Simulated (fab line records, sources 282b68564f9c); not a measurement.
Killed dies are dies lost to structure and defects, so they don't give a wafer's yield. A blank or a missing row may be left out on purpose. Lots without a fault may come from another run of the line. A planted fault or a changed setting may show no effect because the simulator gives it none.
Which tool did it? | flow rit_cmos | 14 lots, 42 wafers sampled, at 2 steps of a route of 202

WHAT THE GAUGES READ, wafer by wafer
RIT_CONTACT_OVL_MEAS_09.
lot  | measured    | on         | CONTACT_OVL (nm)
L283 | day 3 10:25 | overlay-01 | -0.3 1.4 1.1
L284 | day 3 17:02 | overlay-02 | 5.4 3.4 4.8
L286 | day 4 03:02 | overlay-01 | -0.7 0.1 0.7
L288 | day 4 10:37 | overlay-01 | 0.6 1.3 -0.3
L291 | day 4 22:18 | overlay-01 | -0.1 -1.6 -0.1
L292 | day 5 06:04 | overlay-02 | -0.2 -0.4 -1.0
L293 | day 5 13:59 | overlay-02 | 2.5 1.0 2.2
L295 | day 5 17:58 | overlay-02 | -1.1 -1.0 -2.5
L299 | day 6 19:27 | overlay-01 | -2.1 0.6 0.0
L301 | day 7 05:36 | overlay-02 | 350.0 349.8 347.9 348.7 348.6 347.8
L302 | day 7 21:58 | overlay-02 | 350.0 352.3 348.3 349.5 350.8 347.7
L303 | day 8 04:04 | overlay-02 | -3.5 -0.7 0.3
L305 | day 8 05:53 | overlay-02 | 3.1 3.2 3.6
L306 | day 8 14:14 | overlay-01 | -2.7 1.3 0.7

WHICH TOOL RAN EACH LOT (tool, then ch and the chambers of the sampled wafers, then the start)
lot  | RIT_CONTACT_EXPOSE_05
L283 | iline_stepper-01 ch 0, day 3 09:46
L284 | iline_stepper-02 ch 0, day 3 16:22
L286 | iline_stepper-02 ch 0, day 4 02:25
L288 | iline_stepper-02 ch 0, day 4 09:59
L291 | iline_stepper-01 ch 0, day 4 21:41
L292 | iline_stepper-02 ch 0, day 5 05:25
L293 | iline_stepper-01 ch 0, day 5 13:22
L295 | iline_stepper-01 ch 0, day 5 17:20
L299 | iline_stepper-02 ch 0, day 6 18:49
L301 | iline_stepper-02 ch 0, day 7 04:58
L302 | iline_stepper-02 ch 0, day 7 21:20
L303 | iline_stepper-01 ch 0, day 8 03:23
L305 | iline_stepper-01 ch 0, day 8 05:16
L306 | iline_stepper-01 ch 0, day 8 13:37
- RIT_CONTACT_EXPOSE_05: exposes mask M11, target cd 1000 nm.

WHAT THE TOOLS THEMSELVES READ (means of the sampled wafers that have a number; where no wafer has one, the mark that the record gives instead)
The record holds no such reading with a usual standard deviation.

THE ANSWER, worked out from the rows above alone
Rule: what is usual is taken from the lots themselves. Put in order of their means at a reading, lots are off if they are a third of the lots or fewer, leave a main group of 4 or more, and stand apart from it by a gap of 3 or more times the standard deviation of the main group's means; of several such gaps the widest counts. A main group whose means are all the same, to the digits that the tables above print for the reading, isn't used. A lot without any number at a reading at which 4 lots or more have one is off too. The other lots that the step has rows for count as sound. The gauges are gone through in route order, then the tools' own readings, and for those a lot's mean is taken as printed above. The first step at which some lot is off is used, and at that step the reading that is off furthest; a lot without a number counts as furthest.
Off: L301, L302, at RIT_CONTACT_OVL_MEAS_09 (CONTACT_OVL). The main group: mean 0.5 nm, standard deviation 1.8.
A tool fits if, at a process step before that reading, it ran every lot that is off, and no sound lot after the first of them. The gauges at RIT_CONTACT_OVL_MEAS_09 are tried like those tools. One fits: iline_stepper-02 at RIT_CONTACT_EXPOSE_05. Its last sound lot is L299 (day 6 18:49), its first lot that is off L301 (day 7 04:58): a fault that began between those two fits.

WHAT THE SIMULATOR HAD PUT IN
Scanner matching overlay: iline_stepper-02, from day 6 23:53 on, at RIT_CONTACT_EXPOSE_05. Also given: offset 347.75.
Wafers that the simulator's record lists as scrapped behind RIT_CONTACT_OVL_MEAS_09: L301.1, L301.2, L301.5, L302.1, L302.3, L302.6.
Lots struck among those shown: L301, L302. The rule above found the same.
